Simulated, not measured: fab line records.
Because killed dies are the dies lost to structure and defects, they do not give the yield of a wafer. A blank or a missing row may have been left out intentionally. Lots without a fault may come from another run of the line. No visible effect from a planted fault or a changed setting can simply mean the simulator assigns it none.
fab line records	flow berkeley_cmos170	part 1 of 2: steps 1 to 27 of 37
record: lots: 5	wafers: 15	last_day: 12
route steps=331 shown GATE@140 PLDD@145 NLDD@158 SPACER@171 PSD@175
lots that met no fault: taken from a fault-free run of the same line
start_h: the number of hours between the record's first day and the start of the first shown wafer of the lot	wait_h: how many hours have passed since the lot's step before this one	" repeats the value in the row above	L1.1+2: several wafers, shown together as one row	- either no value or no given start	* or withheld: withheld	< > ~ a bound
route shown NAME@n: a module of which the file shows steps, and the number in the route of the first	usual: the fault-free wafers' mean and standard deviation	same: alike in all rows	chamber/n: place in a boat	sites: the reading at each site	_std_site: the standard deviation of these	_edge_site: inner sites' mean taken away from outer sites' mean	radius_mm: for every site, how far away it sits from the centre of the wafer	mask NAME#n: copy n	behind: tool/chamber where the wafer was last shaped	hold: why the lot was held/for how many hours/how that ended	device: transistor that didn't switch, given as n, p or np	end of line: tests run on the same wafers once the route is complete	a step without rows: its recipe alone	killed: count of dies lost to structure and defects at first sort (not the wafer's yield)	map: a wafer's dies, x killed, . not, _ none there
set.NAME: the setting as run; set.NAME@STEP: as run at that earlier step	model.NAME: the simulator's own value behind a step, which no gauge read
a table for each step, a row for each wafer; lots at some steps of the route
services: the hour from which a tool's chamber was out of use, counted from the record's first day as start_h (under 0 if before that day), plus the number of hours and why
== steps ==
step: UCB170_GATE_ETCH_14
recipe: chemistry: N2/H2	target_depth_a: withheld	overetch_a: withheld	target: BARC	time_s: withheld	source_w: 500	bias_w: 100	pressure_mtorr: 30	n2_flow_sccm: 100	h2_flow_sccm: 200
usual: drypump_motor_current_A: 5.6/0.51	oes_product_au: 0.994/0.017	throttle_valve_pct: 13.29/0.17
lot.wafer	tool	chamber	start_h	wait_h	drypump_motor_current_A	oes_product_au	throttle_valve_pct
L078.1	rie_diel-03	1	162.41	0.0	5.7	0.977	13.18
L078.2	"	2	"	"	5.1	0.985	13.14
L078.4	"	0	"	"	4.8	1.002	13.35
L080.2	rie_diel-03	3	185.67	0.0	5.6	1.003	12.93
L080.3	"	1	"	"	5.7	0.972	13.18
L080.5	"	0	"	"	4.8	0.998	13.36
L084.4	rie_diel-01	1	190.19	0.0	5.4	0.985	13.19
L084.5	"	1	"	"	5.4	0.975	13.19
L084.6	"	0	"	"	5.9	0.997	13.20
L089.4	rie_diel-03	2	221.07	0.0	5.1	0.995	13.16
L089.5	"	0	"	"	4.8	0.988	13.37
L089.6	"	1	"	"	5.7	0.969	13.17
L095.2	rie_diel-04	1	248.17	0.0	4.8	0.987	13.57
L095.3	"	2	"	"	6.0	1.001	13.54
L095.6	"	0	"	"	5.8	1.009	13.30
step: UCB170_GATE_ETCH_15
recipe: chemistry: HBr/Cl2	target: poly-Si	stop_on: SiO2	over_etch_frac: 0.3	icp_w: 300	bias_w: 150	time_s: 56.3	pressure_mtorr: 15	HBr_flow_sccm: 150	Cl2_flow_sccm: 50	target_depth_a: 2782
usual: drypump_motor_current_A: 5.8/0.42	oes_product_au: 0.830/0.0097	throttle_valve_pct: 26.42/0.2
lot.wafer	tool	chamber	start_h	wait_h	drypump_motor_current_A	oes_product_au	rf_hours_counter_h	throttle_valve_pct
L078.1	rie_si-02	3	162.45	-	6.0	0.827	28	26.58
L078.2	"	1	"	"	5.7	0.807	0	26.23
L078.4	"	2	"	"	5.3	0.810	-	26.30
L080.2	rie_si-01	3	185.71	-	6.6	0.839	68	26.37
L080.3	"	2	"	"	5.6	0.834	0	26.79
L080.5	"	1	"	"	6.0	0.828	-	26.46
L084.4	rie_si-02	2	190.23	-	5.3	0.825	37	26.29
L084.5	"	3	"	"	6.0	0.841	-	26.57
L084.6	"	0	"	"	5.5	0.829	-	26.58
L089.4	rie_si-01	1	221.11	-	6.0	0.823	4	26.45
L089.5	"	2	"	"	5.7	0.839	-	26.79
L089.6	"	3	"	"	6.5	0.843	-	26.37
L095.2	rie_si-01	2	248.21	-	5.7	0.828	0	26.81
L095.3	"	1	"	"	6.0	0.824	4	26.47
L095.6	"	3	"	"	6.6	0.827	-	26.37
step: UCB170_GATE_STRIP_16
recipe: chemistry: O2	power_w: 400	pressure_mtorr: 3500	platen_temp_c: withheld	o2_flow_sccm: 400	overash_fraction: 0.5
usual: drypump_motor_current_A: 5.8/0.6	o2_flow_sccm: 399.8/1.2	oes_product_au: 0.724/0.0049
lot.wafer	tool	chamber	start_h	wait_h	drypump_motor_current_A	o2_flow_sccm	oes_product_au	rf_hours_counter_h
L078.1	plasma_asher-04	0	162.50	0.0	5.1	397.4	0.717	40
L078.2	"	1	"	"	6.6	399.7	0.735	40
L078.4	"	0	"	"	5.1	399.5	0.726	-
L080.2	plasma_asher-04	0	185.76	0.0	5.1	398.6	0.726	43
L080.3	"	1	"	"	6.6	401.4	0.722	-
L080.5	"	0	"	"	5.0	398.7	0.726	-
L084.4	plasma_asher-02	0	190.31	0.1	6.2	400.9	0.712	-
L084.5	"	0	"	"	6.2	399.0	0.727	-
L084.6	"	1	"	"	5.9	399.6	0.727	-
L089.4	plasma_asher-03	1	221.19	0.1	6.0	399.5	0.728	-
L089.5	"	1	"	"	6.0	399.5	0.727	-
L089.6	"	0	"	"	4.9	398.4	0.721	-
L095.2	plasma_asher-04	0	248.26	0.0	5.1	401.4	0.732	50
L095.3	"	0	"	"	5.1	402.0	0.719	-
L095.6	"	1	"	"	6.6	399.5	0.732	-
step: UCB170_GATE_CD_MEAS_90
recipe: target_cd_nm: 350
usual: cd_nm: 350.8/1.5
lot.wafer	tool	chamber	start_h	wait_h	cd_nm
L078.1	cd_sem-01	-	162.60	0.1	352.1
L078.2	"	-	"	"	351.5
L078.4	"	-	"	"	349.8
L080.2	cd_sem-02	-	185.89	0.1	351.7
L080.3	"	-	"	"	351.9
L080.5	"	-	"	"	350.9
L084.4	cd_sem-02	-	190.45	0.1	352.3
L084.5	"	-	"	"	352.9
L084.6	"	-	"	"	351.2
L089.4	cd_sem-01	-	221.33	0.1	348.4
L089.5	"	-	"	"	347.9
L089.6	"	-	"	"	349.9
L095.2	cd_sem-01	-	248.38	0.1	351.7
L095.3	"	-	"	"	351.0
L095.6	"	-	"	"	352.3
step: UCB170_GATE_CLEAN_17
recipe: chemistry: SPM	temp_c: 120	time_s: 600
usual: bath_guard_temp_C: 119.8/0.32
lot.wafer	tool	chamber	start_h	wait_h	bath_guard_temp_C
L078.1	wet_bench-02	1	162.72	0.1	119.7
L078.2	"	1	"	"	119.9
L078.4	"	1	"	"	119.8
L080.2	wet_bench-03	2	185.99	0.1	120.3
L080.3	"	2	"	"	119.7
L080.5	"	2	"	"	120.2
L084.4	wet_bench-02	2	190.51	0.0	119.7
L084.5	"	2	"	"	119.3
L084.6	"	2	"	"	119.3
L089.4	wet_bench-02	3	221.72	0.4	119.7
L089.5	"	3	"	"	120.0
L089.6	"	3	"	"	119.6
L095.2	wet_bench-02	3	250.06	1.7	119.7
L095.3	"	3	"	"	119.6
L095.6	"	3	"	"	119.4
step: UCB170_PLDD_HMDS_00
recipe: prime_time_s: 60	prime_temp_c: 100
lot.wafer	tool	chamber	start_h	wait_h
L078.1+2+4	litho_track-02	0	163.15	0.3
L080.2+3+5	litho_track-01	0	186.38	0.2
L084.4+5+6	litho_track-02	0	190.76	0.1
L089.4+5+6	litho_track-02	0	222.11	0.2
L095.2+3+6	litho_track-01	0	250.81	0.6
step: UCB170_PLDD_COAT_01
recipe: resist: KrF	spin_rpm: 1500	resist_thk_nm: 900
lot.wafer	tool	chamber	start_h	wait_h
L078.1+2+4	litho_track-02	0	163.30	0.1
L080.2+3+5	litho_track-01	0	186.53	0.1
L084.4+5+6	litho_track-02	0	190.91	0.1
L089.4+5+6	litho_track-02	0	222.26	0.1
L095.2+3+6	litho_track-01	0	250.96	0.1
step: UCB170_PLDD_SOFTBAKE_02
recipe: resist: KrF	temp_c: 130	time_s: 60
lot.wafer	tool	chamber	start_h	wait_h
L078.1+2+4	litho_track-02	0	163.45	0.1
L080.2+3+5	litho_track-01	0	186.68	0.1
L084.4+5+6	litho_track-02	0	191.06	0.1
L089.4+5+6	litho_track-02	0	222.41	0.1
L095.2+3+6	litho_track-01	0	251.11	0.1
step: UCB170_PLDD_EXPOSE_03
recipe: mask_id: PSELECT	na: 0.5	sigma_outer: 0.6	source_shape: conventional	target_cd_nm: 1200	dose_mj: 30
usual: exposure_dose_mJ_cm2: 30.58/0.19	focus_offset_nm: -0.1/0.51
same: sigma_outer: 0.6
lot.wafer	tool	chamber	start_h	wait_h	mask	exposure_dose_mJ_cm2	focus_offset_nm
L078.1	krf_scanner-01	0	163.60	0.1	PSELECT#0	30.46	-0.1
L078.2	"	0	"	"	PSELECT#0	30.44	-0.1
L078.4	"	0	"	"	PSELECT#0	30.43	-0.2
L080.2	krf_scanner-02	0	187.08	0.4	PSELECT#0	30.83	0.4
L080.3	"	0	"	"	PSELECT#0	30.84	0.0
L080.5	"	0	"	"	PSELECT#0	30.81	-0.4
L084.4	krf_scanner-02	0	191.19	0.1	PSELECT#0	30.83	0.4
L084.5	"	0	"	"	PSELECT#0	30.83	-0.3
L084.6	"	0	"	"	PSELECT#0	30.83	0.9
L089.4	krf_scanner-02	0	222.74	0.3	PSELECT#0	30.81	1.6
L089.5	"	0	"	"	PSELECT#0	30.81	0.4
L089.6	"	0	"	"	PSELECT#0	30.83	0.9
L095.2	krf_scanner-02	0	251.51	0.4	PSELECT#0	30.79	-0.3
L095.3	"	0	"	"	PSELECT#0	30.80	-0.4
L095.6	"	0	"	"	PSELECT#0	30.79	-0.8
step: UCB170_PLDD_PEB_04
recipe: peb_temp_c: 129.6	peb_time_s: withheld	resist: KrF
lot.wafer	tool	chamber	start_h	wait_h
L078.1+2+4	litho_track-01	0	164.17	0.6
L080.2+3+5	litho_track-03	0	187.52	0.4
L084.4+5+6	litho_track-02	0	191.33	0.1
L089.4+5+6	litho_track-01	0	222.99	0.2
L095.2+3+6	litho_track-03	0	251.99	0.5
step: UCB170_PLDD_DEVELOP_05
recipe: developer: TMAH	develop_time_s: 45	resist: KrF	dev_temp_c: 21
lot.wafer	tool	chamber	start_h	wait_h
L078.1+2+4	litho_track-01	0	-	-
L080.2+3+5	litho_track-03	0	-	-
L084.4+5+6	litho_track-02	0	-	-
L089.4+5+6	litho_track-01	0	-	-
L095.2+3+6	litho_track-03	0	-	-
step: UCB170_PLDD_CD_MEAS_06
recipe: target_cd_nm: 1200
usual: cd_nm: 1200.2/1.4
lot.wafer	tool	chamber	start_h	wait_h	cd_nm
L078.1	cd_sem-01	-	164.45	-	1202.6
L078.2	"	-	"	"	1202.1
L078.4	"	-	"	"	1201.8
L080.2	cd_sem-02	-	187.79	-	1201.5
L080.3	"	-	"	"	1200.7
L080.5	"	-	"	"	1201.4
L084.4	cd_sem-01	-	191.59	-	1199.0
L084.5	"	-	"	"	1200.0
L084.6	"	-	"	"	1199.6
L089.4	cd_sem-02	-	223.25	-	1201.3
L089.5	"	-	"	"	1201.8
L089.6	"	-	"	"	1202.5
L095.2	cd_sem-02	-	252.26	-	1201.3
L095.3	"	-	"	"	1201.0
L095.6	"	-	"	"	1200.0
step: UCB170_PLDD_OVL_MEAS_07
usual: PLDD_OVL: 2/5
lot.wafer	tool	chamber	start_h	wait_h	PLDD_OVL[nm]
L078.1	overlay-02	-	164.57	0.1	3
L078.2	"	-	"	"	0
L078.4	"	-	"	"	1
L080.2	overlay-02	-	187.89	0.1	-6
L080.3	"	-	"	"	1
L080.5	"	-	"	"	0
L084.4	overlay-02	-	191.66	0.1	1
L084.5	"	-	"	"	9
L084.6	"	-	"	"	7
L089.4	overlay-02	-	223.34	0.1	2
L089.5	"	-	"	"	0
L089.6	"	-	"	"	1
L095.2	overlay-02	-	252.36	0.1	2
L095.3	"	-	"	"	-5
L095.6	"	-	"	"	3
step: UCB170_PLDD_IMPLANT_08
recipe: species: BF2	dose_cm2: 5e+13	energy_kev: 10	tilt_deg: 7	rotation_deg: 0
usual: end_station_pressure_torr: 5.15e-06/2.6e-07
lot.wafer	tool	chamber	start_h	wait_h	end_station_pressure_torr
L078.1	implanter-01	0	164.60	0.0	4.84e-06
L078.2	"	0	"	"	5.11e-06
L078.4	"	0	"	"	5.34e-06
L080.2	implanter-02	0	187.95	0.0	5.31e-06
L080.3	"	0	"	"	5.22e-06
L080.5	"	0	"	"	5.13e-06
L084.4	implanter-03	0	191.76	0.1	5.43e-06
L084.5	"	0	"	"	4.59e-06
L084.6	"	0	"	"	5.47e-06
L089.4	implanter-01	0	223.44	0.1	5.23e-06
L089.5	"	0	"	"	5.29e-06
L089.6	"	0	"	"	5.12e-06
L095.2	implanter-02	0	252.42	0.0	4.87e-06
L095.3	"	0	"	"	5.28e-06
L095.6	"	0	"	"	5.21e-06
step: UCB170_PLDD_IMPLANT_09
recipe: species: BF2	dose_cm2: 5e+13	energy_kev: 10	tilt_deg: 7	rotation_deg: 180
usual: end_station_pressure_torr: 5.13e-06/2.8e-07
lot.wafer	tool	chamber	start_h	wait_h	end_station_pressure_torr
L078.1	implanter-01	0	164.75	0.1	5.08e-06
L078.2	"	0	"	"	5.56e-06
L078.4	"	0	"	"	4.91e-06
L080.2	implanter-02	0	188.10	0.1	5.46e-06
L080.3	"	0	"	"	5.19e-06
L080.5	"	0	"	"	5.49e-06
L084.4	implanter-03	0	191.91	0.1	5.08e-06
L084.5	"	0	"	"	4.47e-06
L084.6	"	0	"	"	4.76e-06
L089.4	implanter-01	0	223.59	0.1	5.09e-06
L089.5	"	0	"	"	4.86e-06
L089.6	"	0	"	"	5.65e-06
L095.2	implanter-02	0	252.57	0.1	4.93e-06
L095.3	"	0	"	"	5.17e-06
L095.6	"	0	"	"	5.29e-06
step: UCB170_PLDD_STRIP_10
recipe: chemistry: O2	power_w: 400	pressure_mtorr: 3500	platen_temp_c: withheld	o2_flow_sccm: 400	overash_fraction: 0.5
usual: drypump_motor_current_A: 5.8/0.56	o2_flow_sccm: 400.1/1.1	oes_product_au: 0.734/0.0046	strip_time_to_endpoint_s: 21.66/0.063
lot.wafer	tool	chamber	start_h	wait_h	drypump_motor_current_A	o2_flow_sccm	oes_product_au	rf_hours_counter_h	strip_time_to_endpoint_s
L078.1	plasma_asher-03	1	164.90	0.1	6.0	399.2	0.736	46	21.64
L078.2	"	0	"	"	4.9	398.8	0.732	46	21.67
L078.4	"	1	"	"	6.0	398.6	0.732	-	21.62
L080.2	plasma_asher-03	0	188.22	0.1	4.9	400.9	0.737	48	21.69
L080.3	"	1	"	"	6.0	399.5	0.729	-	21.73
L080.5	"	1	"	"	6.1	399.3	0.736	-	21.63
L084.4	plasma_asher-02	1	192.02	0.1	5.9	399.3	0.739	-	21.61
L084.5	"	0	"	"	6.2	399.2	0.732	-	21.68
L084.6	"	1	"	"	5.9	400.1	0.737	-	21.63
L089.4	plasma_asher-03	1	223.76	0.1	6.0	401.2	0.738	-	21.64
L089.5	"	0	"	"	4.9	400.8	0.729	-	21.63
L089.6	"	1	"	"	6.0	400.2	0.736	-	21.59
L095.2	plasma_asher-01	0	252.69	0.1	6.4	399.0	0.727	15	21.73
L095.3	"	1	"	"	5.1	401.8	0.739	-	21.67
L095.6	"	1	"	"	5.1	400.7	0.731	-	21.76
step: UCB170_PLDD_TW_MEAS_11
usual: PLDD_TW: 1007/12
lot.wafer	tool	chamber	start_h	wait_h	PLDD_TW
L078.1	film_metro-04	-	165.00	0.1	1002
L078.2	"	-	"	"	995
L078.4	"	-	"	"	1003
L080.2	film_metro-03	-	188.33	0.1	996
L080.3	"	-	"	"	1000
L080.5	"	-	"	"	996
L084.4	film_metro-03	-	192.11	0.1	992
L084.5	"	-	"	"	987
L084.6	"	-	"	"	990
L089.4	film_metro-01	-	223.85	0.1	1023
L089.5	"	-	"	"	1022
L089.6	"	-	"	"	1022
L095.2	film_metro-04	-	252.80	0.1	1002
L095.3	"	-	"	"	998
L095.6	"	-	"	"	999
step: UCB170_PLDD_CLEAN_12
recipe: chemistry: SPM	temp_c: 120	time_s: 600
usual: bath_guard_temp_C: 119.8/0.5
lot.wafer	tool	chamber	start_h	wait_h	bath_guard_temp_C
L078.1	wet_bench-04	2	165.06	0.1	119.8
L078.2	"	2	"	"	119.6
L078.4	"	2	"	"	120.1
L080.2	wet_bench-02	0	188.38	0.0	119.5
L080.3	"	0	"	"	119.8
L080.5	"	0	"	"	120.0
L084.4	wet_bench-02	2	192.14	0.0	119.0
L084.5	"	2	"	"	119.2
L084.6	"	2	"	"	119.3
L089.4	wet_bench-02	3	223.92	0.1	119.5
L089.5	"	3	"	"	119.8
L089.6	"	3	"	"	119.7
L095.2	wet_bench-02	3	252.85	0.0	119.6
L095.3	"	3	"	"	120.0
L095.6	"	3	"	"	120.0
step: UCB170_NLDD_HMDS_00
recipe: prime_time_s: 60	prime_temp_c: 100
lot.wafer	tool	chamber	start_h	wait_h
L078.1+2+4	litho_track-03	0	165.82	0.6
L080.2+3+5	litho_track-04	0	189.17	0.6
L084.4+5+6	litho_track-04	0	192.39	0.1
L089.4+5+6	litho_track-03	0	224.97	0.9
L095.2+3+6	litho_track-01	0	253.38	0.3
step: UCB170_NLDD_COAT_01
recipe: resist: KrF	spin_rpm: 1500	resist_thk_nm: 900
lot.wafer	tool	chamber	start_h	wait_h
L078.1+2+4	litho_track-03	0	165.97	0.1
L080.2+3+5	litho_track-04	0	189.32	0.1
L084.4+5+6	litho_track-04	0	192.54	0.1
L089.4+5+6	litho_track-03	0	225.12	0.1
L095.2+3+6	litho_track-01	0	253.53	0.1
step: UCB170_NLDD_SOFTBAKE_02
recipe: resist: KrF	temp_c: 130	time_s: 60
lot.wafer	tool	chamber	start_h	wait_h
L078.1+2+4	litho_track-03	0	166.12	0.1
L080.2+3+5	litho_track-04	0	189.47	0.1
L084.4+5+6	litho_track-04	0	192.69	0.1
L089.4+5+6	litho_track-03	0	225.27	0.1
L095.2+3+6	litho_track-01	0	253.68	0.1
step: UCB170_NLDD_EXPOSE_03
recipe: mask_id: NSELECT	na: 0.5	sigma_outer: 0.6	source_shape: conventional	target_cd_nm: 1200	dose_mj: 30
usual: exposure_dose_mJ_cm2: 30.15/0.19	focus_offset_nm: 0.1/0.52
same: sigma_outer: 0.6
lot.wafer	tool	chamber	start_h	wait_h	mask	exposure_dose_mJ_cm2	focus_offset_nm
L078.1	krf_scanner-01	0	166.27	0.1	NSELECT#0	30.02	-0.1
L078.2	"	0	"	"	NSELECT#0	29.98	0.5
L078.4	"	0	"	"	NSELECT#0	30.01	0.5
L080.2	krf_scanner-01	0	189.74	0.2	NSELECT#0	30.01	0.2
L080.3	"	0	"	"	NSELECT#0	29.97	0.1
L080.5	"	0	"	"	NSELECT#0	29.97	-0.1
L084.4	krf_scanner-02	0	192.95	0.2	NSELECT#0	30.38	-0.3
L084.5	"	0	"	"	NSELECT#0	30.39	-1.5
L084.6	"	0	"	"	NSELECT#0	30.36	0.0
L089.4	krf_scanner-01	0	225.40	0.1	NSELECT#0	29.96	0.3
L089.5	"	0	"	"	NSELECT#0	29.94	0.6
L089.6	"	0	"	"	NSELECT#0	29.98	0.7
L095.2	krf_scanner-02	0	253.98	0.3	NSELECT#0	30.32	-0.1
L095.3	"	0	"	"	NSELECT#0	30.34	0.3
L095.6	"	0	"	"	NSELECT#0	30.35	-0.1
step: UCB170_NLDD_PEB_04
recipe: peb_temp_c: 130	peb_time_s: withheld	resist: KrF
lot.wafer	tool	chamber	start_h	wait_h
L078.1+2+4	litho_track-04	0	167.19	0.9
L080.2+3+5	litho_track-01	0	190.01	0.2
L084.4+5+6	litho_track-01	0	193.18	0.2
L089.4+5+6	litho_track-03	0	225.97	0.5
L095.2+3+6	litho_track-03	0	254.68	0.7
step: UCB170_NLDD_DEVELOP_05
recipe: developer: TMAH	develop_time_s: 45	resist: KrF	dev_temp_c: 21
lot.wafer	tool	chamber	start_h	wait_h
L078.1+2+4	litho_track-04	0	-	-
L080.2+3+5	litho_track-01	0	-	-
L084.4+5+6	litho_track-01	0	-	-
L089.4+5+6	litho_track-03	0	-	-
L095.2+3+6	litho_track-03	0	-	-
step: UCB170_NLDD_CD_MEAS_06
recipe: target_cd_nm: 1200
usual: cd_nm: 1199.9/1.3
lot.wafer	tool	chamber	start_h	wait_h	cd_nm
L078.1	cd_sem-01	-	167.55	-	1200.0
L078.2	"	-	"	"	1198.1
L078.4	"	-	"	"	1199.0
L080.2	cd_sem-02	-	190.29	-	1199.9
L080.3	"	-	"	"	1200.8
L080.5	"	-	"	"	1200.2
L084.4	cd_sem-02	-	193.44	-	1199.9
L084.5	"	-	"	"	1201.4
L084.6	"	-	"	"	1200.6
L089.4	cd_sem-02	-	226.23	-	1200.0
L089.5	"	-	"	"	1200.3
L089.6	"	-	"	"	1198.9
L095.2	cd_sem-01	-	254.95	-	1199.5
L095.3	"	-	"	"	1199.5
L095.6	"	-	"	"	1200.5
step: UCB170_NLDD_OVL_MEAS_07
usual: NLDD_OVL: -1/4.1
lot.wafer	tool	chamber	start_h	wait_h	NLDD_OVL[nm]
L078.1	overlay-01	-	167.67	0.1	1
L078.2	"	-	"	"	-2
L078.4	"	-	"	"	0
L080.2	overlay-01	-	190.40	0.1	-6
L080.3	"	-	"	"	-4
L080.5	"	-	"	"	-3
L084.4	overlay-01	-	193.52	0.1	7
L084.5	"	-	"	"	-1
L084.6	"	-	"	"	1
L089.4	overlay-01	-	226.31	0.1	-4
L089.5	"	-	"	"	-2
L089.6	"	-	"	"	-11
L095.2	overlay-02	-	255.06	0.1	-6
L095.3	"	-	"	"	-1
L095.6	"	-	"	"	-1
step: UCB170_NLDD_IMPLANT_08
recipe: species: As	dose_cm2: 5e+13	energy_kev: 30	tilt_deg: 7	rotation_deg: 0
usual: end_station_pressure_torr: 5.18e-06/2.9e-07
lot.wafer	tool	chamber	start_h	wait_h	end_station_pressure_torr
L078.1	implanter-04	0	167.71	0.0	5.28e-06
L078.2	"	0	"	"	5.47e-06
L078.4	"	0	"	"	5.58e-06
L080.2	implanter-04	0	190.45	0.0	5.08e-06
L080.3	"	0	"	"	4.84e-06
L080.5	"	0	"	"	5.4e-06
L084.4	implanter-01	0	193.61	0.1	5.32e-06
L084.5	"	0	"	"	4.76e-06
L084.6	"	0	"	"	5.38e-06
L089.4	implanter-04	0	226.40	0.1	5.43e-06
L089.5	"	0	"	"	5.02e-06
L089.6	"	0	"	"	4.74e-06
L095.2	implanter-04	0	255.12	0.0	5.06e-06
L095.3	"	0	"	"	5.26e-06
L095.6	"	0	"	"	5.12e-06
